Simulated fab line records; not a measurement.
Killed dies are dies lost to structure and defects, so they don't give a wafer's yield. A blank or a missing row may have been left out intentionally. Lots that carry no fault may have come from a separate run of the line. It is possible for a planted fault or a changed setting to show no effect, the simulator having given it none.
Which tool did it? -- flow berkeley cmos170 -- Sampling: 14 lots, 42 wafers, 2 of 331 route steps

== WHAT EACH GAUGE READ, for each wafer ==
UCB170_GATE_THK_MEAS_02.
lot,measured,on,GATE_OXIDE_THK (nm)
L171,day 6 04:26,film metro-01,6.69 6.56 6.44
L172,day 6 13:11,film metro-01,6.61 6.50 6.50
L174,day 6 13:11,film metro-02,6.87 6.82 6.95
L173,day 6 13:10,film metro-03,6.72 6.67 6.66
L176,day 6 22:26,film metro-02,6.67 6.67 6.57
L181,day 8 04:00,film metro-01,6.62 6.63 6.72
L184,day 8 10:13,film metro-03,6.56 6.62 6.53
L185,day 9 02:01,film metro-02,6.81 6.64 6.80
L186,day 9 02:01,film metro-01,6.50 6.42 6.45
L188,day 9 13:22,film metro-01,6.68 6.69 6.78
L190,day 9 13:20,film metro-03,6.67 6.69 6.70
L189,day 9 13:22,film metro-02,6.48 6.58 6.47
L191,day 10 07:04,film metro-02,6.63 6.63 6.53
L194,day 10 20:30,film metro-01,6.58 6.58 6.52

== EACH LOT AND THE TOOL THAT RAN IT (in order: tool; ch and the chambers of the sampled wafers; start) ==
lot,UCB170_PVT_STRIP_08
L171,"plasma asher-03 ch 0, day 5 23:35"
L172,"plasma asher-03 ch 0,1, day 6 09:35"
L174,"plasma asher-04 ch 0,1, day 6 09:49"
L173,"plasma asher-03 ch 1, day 6 10:04"
L176,"plasma asher-03 ch 0,1, day 6 17:13"
L181,"plasma asher-04 ch 0,1, day 8 00:08"
L184,"plasma asher-03 ch 0,1, day 8 04:08"
L185,"plasma asher-02 ch 0,1, day 8 19:02"
L186,"plasma asher-03 ch 0,1, day 8 23:23"
L188,"plasma asher-02 ch 0,1, day 9 08:32"
L190,"plasma asher-03 ch 0,1, day 9 10:55"
L189,"plasma asher-02 ch 0,1, day 9 10:56"
L191,"plasma asher-02 ch 0,1, day 10 03:04"
L194,"plasma asher-02 ch 0,1, day 10 15:11"
- UCB170_PVT_STRIP_08: strips in O2.

== AS READ BY THE TOOLS THEMSELVES (means over the sampled wafers that have a number; for cases with no such wafer, the mark the record gives instead) ==
UCB170_PVT_STRIP_08.
lot,tool,chamber pressure mTorr (mTorr),drypump motor current A (A),oes product au (a.u.),strip time to endpoint s (s)
L171,plasma asher-03,3502,5.69,0.739,21.70
L172,plasma asher-03,3501,5.85,0.739,21.70
L174,plasma asher-04,3500,5.50,0.733,21.60
L173,plasma asher-03,3503,6.21,0.733,21.63
L176,plasma asher-03,3500,6.03,0.738,21.63
L181,plasma asher-04,3498,5.50,0.737,21.60
L184,plasma asher-03,3504,6.03,0.736,21.59
L185,plasma asher-02,3501,5.57,0.732,21.66
L186,plasma asher-03,3501,6.02,0.734,21.70
L188,plasma asher-02,3498,5.52,0.733,21.66
L190,plasma asher-03,3501,6.03,0.737,21.73
L189,plasma asher-02,3500,5.50,0.732,21.63
L191,plasma asher-02,3499,5.56,0.739,21.73
L194,plasma asher-02,3501,5.50,0.733,21.63

== THE ANSWER, worked out from the rows above alone ==
Rule: usual is defined by the lots themselves. Put in order of their means at a reading, lots are off if they are a third of the lots or fewer, leave a main group of 4 or more, and stand apart from it by a gap of 3 or more times the standard deviation of the main group's means; of several such gaps the widest counts. A main group is skipped when, at the precision printed for the reading in the tables above, its means are all equal. A lot without any number at a reading at which 4 lots or more have one is off too. The other lots that the step has rows for count as sound. The gauges are gone through in route order, then the tools' own readings, and for those a lot's mean is taken as printed above. At the first step where some lot is off, the reading lying furthest off is the one used; lots without a number count as furthest.
No lot is off at any reading shown: from this, nothing can be told.

== WHAT THE SIMULATOR HAD INSERTED ==
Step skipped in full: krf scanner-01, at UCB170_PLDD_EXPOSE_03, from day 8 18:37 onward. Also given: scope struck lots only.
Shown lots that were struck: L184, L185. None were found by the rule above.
